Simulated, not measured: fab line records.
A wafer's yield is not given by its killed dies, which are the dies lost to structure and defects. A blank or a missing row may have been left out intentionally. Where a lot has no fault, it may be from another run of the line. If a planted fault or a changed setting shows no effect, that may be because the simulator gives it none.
Problem report, 8D (eight disciplines) form, completed by code / flow rit-cmos / the parts of the form that need people (team, actions taken, sign-off) are left out

== 1. WHAT WENT WRONG ==
At RIT_PRETRO_COAT_01, spin-speed-rpm averages 1379.7 rpm over 6 wafers from 2 lots, while fault-free wafers read 2000.2 rpm, standard deviation 1.2. That is -99 or more standard deviations from the usual mean.
The step: resist thk 1300 nm.
The first sign was on wafer L253.1 at day 5 21:11, on litho-track-01. The record has a number at this step for 18 wafers belonging to 6 lots. The rule behind "out" and "out of limits": a value lying over 4 standard deviations away from the usual mean. The other wafers with a number count as sound.

== 2. WHAT IT IS, WHAT IT ISN'T ==
question=which readings at this step; is=spin-speed-rpm; is not=-
question=which lots; is=L253, L258; is not=L238, L244, L245, L249
question=which wafers of those lots; is=all that have a number; is not=-
question=read on which tools; is=litho-track-01; is not=litho-track-03
question=when; is=from day 5 21:11; is not=up to then (12 sound wafers)

== 3. SUSPECTS, AND WHAT RULES EACH OUT ==
Counting: a tool at a process step up to the reading stays a suspect if it ran every lot that is out and no sound lot after the first of them.
- litho-track-01 at RIT_PRETRO_COAT_01 (resist thk 1300 nm): kept. It ran every lot that is out, first L253 (day 5 21:11), and no sound lot after that; its last sound lot up to then is L249 (day 5 03:32). Out on those wafers are its own readings of spin-speed-rpm.
Remaining after the count: litho-track-01 at RIT_PRETRO_COAT_01.

== 4. THE CAUSE (what the simulator had put in) ==
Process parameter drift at RIT_PRETRO_COAT_01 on litho-track-01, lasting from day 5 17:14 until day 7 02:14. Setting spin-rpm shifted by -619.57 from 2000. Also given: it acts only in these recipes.
After counting, this tool was the only one left.

== 5. THE CHAIN OF EFFECTS, in route order ==
Each row: a reading where the mean over the struck wafers with a number is more than 3 standard deviations away from the usual. Readings are gone through only where the record gives a usual standard deviation; hours: the median, over the lots, of the time from a lot's start at the first step in this table giving one to that lot's start at this step; sigmas: the change measured in usual standard deviations.
hours=0; step=RIT_PRETRO_COAT_01; reading=spin-speed-rpm; usual=2000.2 rpm; on struck wafers=1379.7; change=-620.5; sigmas=-99 or more
Process steps it contains:
- RIT_PRETRO_COAT_01: resist thk 1300 nm.
At these later measuring or inspecting steps, every struck wafer for which the step has a row has a number for every such reading, and none has moved that far: RIT_PRETRO_OVL_MEAS_06.

== 6. HOW IT WOULD HAVE BEEN CAUGHT EARLIER ==
4 hours passed between the start of the fault at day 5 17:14 and the first reading out of limits in this record, taken at day 5 21:11.
